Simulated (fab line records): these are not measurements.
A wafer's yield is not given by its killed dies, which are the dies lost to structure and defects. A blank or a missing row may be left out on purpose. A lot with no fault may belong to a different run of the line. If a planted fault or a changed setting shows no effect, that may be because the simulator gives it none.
2 desks, one fault || flow berkeley-cmos170 || what lay behind the numbers comes last; until then each desk has only its own

== THE TOOL OWNER'S DESK: krf-scanner-01 ==
The tool's own readings at UCB170_PLDD_EXPOSE_03 (exposes mask PSELECT, target cd 1200 nm): means of the sampled wafers that have a number, for each lot that ran on this tool. Any lot whose mean is over 4 standard deviations away from the usual mean is out of limits and marked OUT; that distance is given in the brackets.
Columns: A = exposure-dose-mJ-cm2 at UCB170_PLDD_EXPOSE_03, usual 29.987
{"lot": "L741", "first seen here": "day 7 21:06", "A": 30.000}
{"lot": "L749", "first seen here": "day 9 08:23", "A": 29.978}
{"lot": "L748", "first seen here": "day 9 08:44", "A": 29.983}
{"lot": "L754", "first seen here": "day 10 06:19", "A": "31.301 (+45) OUT"}
{"lot": "L753", "first seen here": "day 10 06:26", "A": "31.281 (+45) OUT"}
{"lot": "L752", "first seen here": "day 10 06:47", "A": "31.270 (+44) OUT"}
{"lot": "L759", "first seen here": "day 11 17:35", "A": "30.623 (+22) OUT"}
This desk finds L752, L753, L754, L759 out of limits, L754 being first, at day 10 06:19 (exposure-dose-mJ-cm2 at UCB170_PLDD_EXPOSE_03). In limits: L741, L749, L748.

== THE METROLOGY DESK ==
Means of the sampled wafers that have a number, per lot and without regard to the tool the lot ran on: this is what the gauges read. Any lot whose mean is over 4 standard deviations away from the usual mean is out of limits and marked OUT; that distance is given in the brackets.
Columns: A = NWELL_NITRIDE_THK at UCB170_NWELL_THK_MEAS_05, usual 224.3 nm; B = ACTIVE_OVL at UCB170_ACTIVE_OVL_MEAS_14, usual -1 nm; C = cd-nm at UCB170_PLDD_CD_MEAS_06, usual 1199.7 nm; D = cd-nm at UCB170_V2_CD_MEAS_12, usual 699.8 nm
{"lot": "L741", "first seen here": "day 2 14:44", "A": 228.3, "B": 9, "C": 1200.6, "D": 699.2}
{"lot": "L744", "first seen here": "day 2 18:52", "A": 224.7, "B": -3, "C": 1201.0, "D": 700.5}
{"lot": "L743", "first seen here": "day 2 18:52", "A": 223.4, "B": 3, "C": 1200.6, "D": 700.0}
{"lot": "L745", "first seen here": "day 3 07:12", "A": 223.4, "B": 2, "C": 1198.7, "D": 700.4}
{"lot": "L746", "first seen here": "day 3 07:12", "A": 225.9, "B": -5, "C": 1198.6, "D": 699.6}
{"lot": "L747", "first seen here": "day 3 14:10", "A": 225.4, "B": 5, "C": 1200.2, "D": 701.5}
{"lot": "L748", "first seen here": "day 3 22:26", "A": 228.1, "B": 4, "C": 1199.1, "D": 700.7}
{"lot": "L749", "first seen here": "day 4 01:11", "A": 226.5, "B": -4, "C": 1199.8, "D": 697.1}
{"lot": "L750", "first seen here": "day 4 08:19", "A": 224.2, "B": 1, "C": 1201.0, "D": 697.9}
{"lot": "L753", "first seen here": "day 4 22:15", "A": 222.6, "B": -5, "C": "1206.1 (+5.4) OUT", "D": 700.4}
{"lot": "L752", "first seen here": "day 4 22:16", "A": 220.3, "B": 3, "C": "1207.0 (+6.1) OUT", "D": 698.0}
{"lot": "L754", "first seen here": "day 5 06:35", "A": 225.6, "B": -2, "C": "1206.5 (+5.7) OUT", "D": 698.3}
{"lot": "L756", "first seen here": "day 5 15:32", "A": 222.9, "B": 3, "C": 1199.5, "D": 701.3}
{"lot": "L759", "first seen here": "day 6 13:05", "A": 223.8, "B": 2, "C": 1204.3, "D": 698.8}
{"lot": "L761", "first seen here": "day 6 21:25", "A": 222.5, "B": -7, "C": 1198.5, "D": 698.6}
{"lot": "L764", "first seen here": "day 7 04:15", "A": 223.5, "B": 1, "C": 1200.2, "D": 699.8}
This desk finds L752, L753, L754 out of limits, L754 being first, at day 10 07:02 (cd-nm at UCB170_PLDD_CD_MEAS_06). In limits: L741, L744, L743, L745, L746, L747, L748, L749, L750, L756, L759, L761, L764.

== ALL TOGETHER ==
The tool owner's desk could have raised an alarm at day 10 06:19, on L752, L753, L754, L759.
L752, L753, L754 would have let the metrology desk raise an alarm at day 10 07:02.
The metrology desk has L759 on record, within its limits.
On krf-scanner-01, each named lot ran UCB170_PLDD_EXPOSE_03.

== WHAT THE SIMULATOR PUT IN ==
Process parameters drifting: krf-scanner-01 at UCB170_PLDD_EXPOSE_03, beginning at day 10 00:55. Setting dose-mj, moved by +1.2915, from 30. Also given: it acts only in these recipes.
Lots struck among those shown: L752, L753, L754, L759.
Delay (hours) between the fault's onset and each desk's first out-of-limits reading: 5 at the tool owner's desk, 6 at the metrology desk.
